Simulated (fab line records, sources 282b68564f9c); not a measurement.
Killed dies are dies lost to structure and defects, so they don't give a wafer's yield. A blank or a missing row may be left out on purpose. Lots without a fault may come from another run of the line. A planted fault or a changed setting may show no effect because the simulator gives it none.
Which tool did it? | flow rit_cmos | 14 lots, 42 wafers sampled, at 2 steps of a route of 202

WHAT THE GAUGES READ, wafer by wafer
RIT_NLDD_OVL_MEAS_06. Usual: NLDD_OVL -0.6 nm, standard deviation 1.3.
lot  | measured    | on         | NLDD_OVL (nm)  | flag
L952 | day 2 19:35 | overlay-01 | -2.1 -1.6 -0.3 |
L953 | day 2 22:53 | overlay-02 | -0.9 -0.2 -0.2 |
L954 | day 3 02:49 | overlay-01 | -1.6 -0.3 -3.1 |
L956 | day 3 17:38 | overlay-02 | -0.2 0.3 -0.8  |
L957 | day 3 20:24 | overlay-02 | 0.4 -0.2 0.0   |
L958 | day 4 01:23 | overlay-01 | -1.7 -1.0 -2.0 |
L959 | day 4 05:14 | overlay-01 | -1.4 -0.8 -1.4 |
L960 | day 4 15:16 | overlay-01 | -0.8 -0.6 -1.2 |
L963 | day 5 06:42 | overlay-02 | 0.3 -0.6 1.3   |
L965 | day 5 11:57 | overlay-01 | -0.1 1.2 -0.5  |
L969 | day 6 09:16 | overlay-01 | 0.0 -2.2 -0.7  |
L972 | day 6 21:59 | overlay-02 | 0.4 -0.8 0.0   |
L973 | day 7 02:29 | overlay-02 | 2.2 2.6 2.0    |
L975 | day 7 12:38 | overlay-01 | 0.3 -1.0 -2.6  |

RIT_SDANNEAL_RS_MEAS_06: measures by four-point-probe. Usual: PLDD_RS 177.9 ohm/sq, standard deviation 0.48.
lot  | measured    | on            | PLDD_RS (ohm/sq)  | flag
L952 | day 3 03:44 | film_metro-01 | 177.9 177.2 177.8 |
L953 | day 3 06:53 | film_metro-04 | 178.7 178.6 178.3 |
L954 | day 3 11:11 | film_metro-02 | 177.4 178.2 177.8 |
L956 | day 4 01:53 | film_metro-02 | 178.0 177.6 178.1 |
L957 | day 4 04:47 | film_metro-01 | 178.4 177.6 177.8 |
L958 | day 4 09:58 | film_metro-04 | 178.1 177.3 177.5 |
L959 | day 4 13:35 | film_metro-02 | 177.7 177.5 178.0 |
L960 | day 5 00:14 | film_metro-01 | 178.3 178.1 178.8 |
L963 | day 5 16:04 | film_metro-02 | 177.2 177.5 177.4 |
L965 | day 5 20:13 | film_metro-01 | 177.7 177.8 177.8 |
L969 | day 6 17:39 | film_metro-01 | 178.0 177.0 177.9 |
L972 | day 7 06:04 | film_metro-02 | 177.7 177.5 177.9 |
L973 | day 7 10:54 | film_metro-04 | 177.4 177.7 178.5 |
L975 | day 7 20:46 | film_metro-01 | 177.4 177.4 177.4 |

WHICH TOOL RAN EACH LOT (tool, then ch and the chambers of the sampled wafers, then the start)
The record holds no process step before these readings.

WHAT THE TOOLS THEMSELVES READ (means of the sampled wafers that have a number; where no wafer has one, the mark that the record gives instead)
The record holds no such reading with a usual standard deviation.

THE ANSWER, worked out from the rows above alone
Rule: a lot is off if the mean of its wafers that have a number lies more than 3 standard deviations from the usual mean. A lot without any number at a reading at which 4 lots or more have one is off too. The other lots that the step has rows for count as sound. The gauges are gone through in route order, then the tools' own readings, and for those a lot's mean is taken as printed above. The first step at which some lot is off is used, and at that step the reading that is off furthest; a lot without a number counts as furthest.
No lot is off at any reading shown: from this, nothing can be told.

WHAT THE SIMULATOR HAD PUT IN
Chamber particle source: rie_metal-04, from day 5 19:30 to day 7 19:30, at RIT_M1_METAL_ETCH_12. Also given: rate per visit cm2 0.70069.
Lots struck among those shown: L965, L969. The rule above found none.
